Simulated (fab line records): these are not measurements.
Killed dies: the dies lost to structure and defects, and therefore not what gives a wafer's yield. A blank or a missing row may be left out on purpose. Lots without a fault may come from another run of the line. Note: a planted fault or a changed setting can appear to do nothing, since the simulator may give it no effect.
Struck lot and sound lot, side by side -- flow berkeley-cmos170 -- 43 steps out of a route of 331
Sound: the wafers L102.3, L102.4, L102.5. Wafers L120.2, L120.4, L120.6 were the ones struck. The cause is named last.
Order at every step that has rows: each side's tool, ch and its chambers, its first start. Under that, the readings that differ: sound wafers -- struck wafers -- difference of the means -- sigmas: that difference in standard deviations of wafers without a fault.
alike: readings whose means differ by less than 2 such deviations, and words and numbers that are the same on both sides. not compared: withheld readings, readings that some wafer has no value for, bounds like >300 that may hide the same value, and numbers for which the record gives no deviation and whose values overlap.
A row with sigmas, a row that says differs or no value, or rows on one side alone: a step with any of these is where the two part. Non-overlapping numbers with no deviation appear without sigmas and do not part them. Lack of a reading on every wafer of one side parts them only where that side has two or more wafers.

UCB170_GATE_STRIP_16: strips in O2.
  sound on plasma-asher-02 ch 0,1, day 8 02:35; struck on plasma-asher-01 ch 0,1, day 12 12:59
  alike: drypump-motor-current-A, oes-product-au
  not compared: rf-hours-counter-h
UCB170_GATE_CD_MEAS_90: the cd target is 350 nm.
  sound: cd-sem-02 at day 8 02:42; struck: cd-sem-02 at day 12 13:06
  alike: cd-nm
then, 7 steps without rows for these wafers: UCB170_GATE_CLEAN_17 (cleans in SPM, time 600 s); UCB170_PLDD_HMDS_00 (prime time 60 s); UCB170_PLDD_COAT_01 (resist thk 900 nm); UCB170_PLDD_SOFTBAKE_02 (time 60 s); UCB170_PLDD_EXPOSE_03 (exposes mask PSELECT, target cd 1200 nm); UCB170_PLDD_PEB_04; UCB170_PLDD_DEVELOP_05 (develop time 45 s).
UCB170_PLDD_CD_MEAS_06: the cd target is 1200 nm.
  sound: cd-sem-02 at day 8 03:58; struck: cd-sem-02 at day 12 14:39
  alike: cd-nm
UCB170_PLDD_OVL_MEAS_07:
  sound: overlay-02 at day 8 04:03; struck: overlay-01 at day 12 14:46
  alike: PLDD_OVL
following that, these wafers have no rows for 1 step: UCB170_PLDD_IMPLANT_08.
UCB170_PLDD_IMPLANT_09:
  sound on implanter-04 ch 0, day 8 04:17; struck on implanter-03 ch 0, day 12 14:58
reading,sound,struck,difference,sigmas
dose-ions-cm2,5.008e+13 5.011e+13 5.006e+13,4.146e+13 4.152e+13 4.143e+13,-8.613e+12,-99 or more
faraday-current-uA,153 162 160,128 132 128,-29,-9
UCB170_PLDD_STRIP_10: strips in O2.
  sound on plasma-asher-03 ch 0,1, day 8 04:25; struck on plasma-asher-03 ch 0,1, day 12 15:05
  alike: drypump-motor-current-A, oes-product-au, strip-time-to-endpoint-s
  not compared: rf-hours-counter-h
UCB170_PLDD_TW_MEAS_11:
  sound: film-metro-04 at day 8 04:30; struck: film-metro-04 at day 12 15:12
reading,sound,struck,difference,sigmas
PLDD_TW,1011 1008 1014,977 981 980,-32,-3
  not compared: hold
then, 6 steps without rows for these wafers: UCB170_NLDD_HMDS_00 (prime time 60 s); UCB170_NLDD_COAT_01 (resist thk 900 nm); UCB170_NLDD_SOFTBAKE_02 (time 60 s); UCB170_NLDD_EXPOSE_03 (exposes mask NSELECT, target cd 1200 nm); UCB170_NLDD_PEB_04; UCB170_NLDD_DEVELOP_05 (develop time 45 s).
UCB170_NLDD_CD_MEAS_06: the cd target is 1200 nm.
  sound: cd-sem-02 at day 8 06:18; struck: cd-sem-01 at day 12 16:41
reading,sound,struck,difference,sigmas
cd-nm (nm),1201.5 1202.1 1201.9,1198.5 1198.6 1199.4,-3.0,-2
UCB170_NLDD_OVL_MEAS_07:
  sound: overlay-01 at day 8 06:23; struck: overlay-01 at day 12 16:47
  alike: NLDD_OVL
then, 2 steps without rows for these wafers: UCB170_NLDD_IMPLANT_08; UCB170_NLDD_IMPLANT_09.
UCB170_NLDD_STRIP_10: strips in O2.
  sound on plasma-asher-02 ch 0,1, day 8 06:44; struck on plasma-asher-02 ch 0,1, day 12 17:07
  alike: drypump-motor-current-A, oes-product-au, strip-time-to-endpoint-s
  not compared: rf-hours-counter-h
UCB170_NLDD_TW_MEAS_11:
  sound: film-metro-03 at day 8 06:50; struck: film-metro-03 at day 12 17:13
  alike: NLDD_TW
then, 1 step without rows for these wafers: UCB170_NLDD_CLEAN_12 (cleans in SPM, time 600 s).
UCB170_SPACER_CVD_00: deposits SiO2 from TEOS/O2, target thk 376 nm, time 47 s.
  sound on pecvd-01 ch 0,2, day 8 07:03; struck on pecvd-03 ch 0,1,2, day 12 17:27
  alike: heater-power-w
UCB170_SPACER_THK_MEAS_01:
  sound: film-metro-01 at day 8 07:07; struck: film-metro-03 at day 12 17:30
  alike: SPACER_TEOS_THK
then, 1 step without rows for these wafers: UCB170_SPACER_ANNEAL_02 (time 1800 s).
UCB170_SPACER_ETCHBACK_03: etches SiO2 in CHF3/CF4/Ar, stops on Si, target depth 376 nm, time 100 s.
  sound on rie-diel-02 ch 0,1, day 8 11:11; struck on rie-diel-02 ch 2,3, day 12 23:22
reading,sound,struck,difference,sigmas
throttle-valve-pct (%),6.37 6.27 6.28,6.38 6.64 6.65,+0.25,+2
  alike: drypump-motor-current-A, oes-product-au
  not compared: rf-hours-counter-h
then, 6 steps without rows for these wafers: UCB170_PSD_HMDS_00 (prime time 60 s); UCB170_PSD_COAT_01 (resist thk 900 nm); UCB170_PSD_SOFTBAKE_02 (time 60 s); UCB170_PSD_EXPOSE_03 (exposes mask PSELECT MOD, target cd 1200 nm); UCB170_PSD_PEB_04; UCB170_PSD_DEVELOP_05 (develop time 45 s).
UCB170_PSD_CD_MEAS_06: the cd target is 1200 nm.
  sound: cd-sem-01 at day 8 12:35; struck: cd-sem-01 at day 13 00:38
  alike: cd-nm
UCB170_PSD_OVL_MEAS_07:
  sound: overlay-01 at day 8 12:41; struck: overlay-02 at day 13 00:44
  alike: PSD_OVL
following that, these wafers have no rows for 1 step: UCB170_PSD_IMPLANT_08.
UCB170_SDANNEAL_RS_MEAS_04: the measuring method here is four-point-probe.
  sound: film-metro-04 at day 8 17:22; struck: film-metro-03 at day 13 09:01
reading,sound,struck,difference,sigmas
PLDD_RS (ohm/sq),1030.4 1028.7 1032.9,1107.4 1110.3 1108.1,+77.9,+29
  not compared: hold
UCB170_M3_PROBE_99:
  record: rows for the struck wafers here (prober-02, day 14 14:29), none for the sound ones

== WHERE THEY PART ==
First at UCB170_PLDD_IMPLANT_09; last, within this record, at UCB170_M3_PROBE_99.

WHY: whatever the simulator had introduced
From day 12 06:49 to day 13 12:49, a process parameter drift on implanter-03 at UCB170_PLDD_IMPLANT_09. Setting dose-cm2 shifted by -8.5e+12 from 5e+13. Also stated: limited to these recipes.
